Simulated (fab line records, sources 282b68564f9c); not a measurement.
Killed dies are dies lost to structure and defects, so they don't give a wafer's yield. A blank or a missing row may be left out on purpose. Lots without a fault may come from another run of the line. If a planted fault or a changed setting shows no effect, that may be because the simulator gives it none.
Code-filled problem report in 8D (eight disciplines) form || flow rit_cmos || the parts of the form that need people (team, actions taken, sign-off) are left out

1. THE PROBLEM
M1_AL_RS at RIT_M1_RS_MEAS_01 reads a mean of 0.1019 ohm/sq on 6 wafers of 2 lots; wafers without a fault read 0.0734 ohm/sq with a standard deviation of 0.00075. Relative to the usual mean, that is a shift of +38 standard deviations.
The step: measures by four-point-probe.
First seen on wafer L212.1, day 5 02:38, on film_metro-01. The record has a number at this step for 42 wafers belonging to 14 lots. Rule for "out", or "out of limits": more than 4 standard deviations from the usual mean. The other wafers with a number count as sound.

2. WHAT THIS IS AND IS NOT
{"question": "which readings at this step", "is": "M1_AL_RS", "is not": "-"}
{"question": "which lots", "is": "L212, L214", "is not": "L203, L204, L205, L206, L207, L208, L209, L211, L215, L222, L224, L226"}
{"question": "which wafers of those lots", "is": "all that have a number", "is not": "-"}
{"question": "read on which gauges", "is": "film_metro-01", "is not": "film_metro-02, film_metro-03"}
{"question": "when", "is": "from day 5 02:38", "is not": "up to then (24 sound wafers); but 12 sound wafers of L215, L222, L224, L226 came after"}

3. WHAT RULES OUT EACH SUSPECT
Counting: any tool at a process step up to the reading is kept as a suspect provided that every lot that is out went through it and no sound lot did after the first of them.
- ruled out: the gauge at RIT_M1_RS_MEAS_01. All the wafers that are out were read on film_metro-01, but those of them that RIT_M1_METAL_ETCH_12 has rows for are out there too, on other tools.
- pvd_sputter-04 at RIT_M1_SPUTTER_00 (material Al, target thk 400 nm, time 500 s): kept. It ran every lot that is out, first L212 (day 5 02:20), and no sound lot after that; its last sound lot up to then is L209 (day 4 09:59).
After counting, what remains is pvd_sputter-04 at RIT_M1_SPUTTER_00.

4. THE CAUSE (what the simulator had put in)
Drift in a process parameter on pvd_sputter-04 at RIT_M1_SPUTTER_00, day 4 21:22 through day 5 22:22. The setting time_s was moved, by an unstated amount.
The count eliminated every tool but this one.

5. THE EFFECT CHAIN, in route order
Each row: a reading where the mean over the struck wafers with a number is more than 3 standard deviations away from the usual. Scope: only readings with a usual standard deviation given in the record; hours: median across lots of the time from each lot's start at the first step in this table that gives one to its start at this step; sigmas: change in usual standard deviations.
{"hours": 0, "step": "RIT_M1_RS_MEAS_01", "reading": "M1_AL_RS", "usual": "0.0734 ohm/sq", "on struck wafers": 0.1019, "change": "+0.0285", "sigmas": "+38"}
{"hours": 4, "step": "RIT_M1_THK_MEAS_02", "reading": "M1_AL_THK", "usual": "397 nm", "on struck wafers": 289, "change": -108, "sigmas": -22}
{"hours": 9, "step": "RIT_M1_METAL_ETCH_12", "reading": "oes_product_au", "usual": "0.760 a.u.", "on struck wafers": 0.646, "change": -0.114, "sigmas": -9.5}
Process steps it contains:
- RIT_M1_METAL_ETCH_12: etches Al in Cl2/BCl3, stops on SiO2, time 165 s, target depth 600 nm.

6. HOW IT WOULD HAVE BEEN CAUGHT EARLIER
5 hours passed between the start of the fault at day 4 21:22 and the first reading out of limits at a measuring or inspecting step in this record, taken at day 5 02:38.
An alarm limit of 4 standard deviations would not have fired on the tool readings at RIT_M1_SPUTTER_00 for which the record gives a usual standard deviation, since none of them was out on any struck wafer.
L214, from the lots that are out (2), started RIT_M1_SPUTTER_00 on pvd_sputter-04 later than day 5 02:38. Had the tool been put on hold then, it would have been spared.
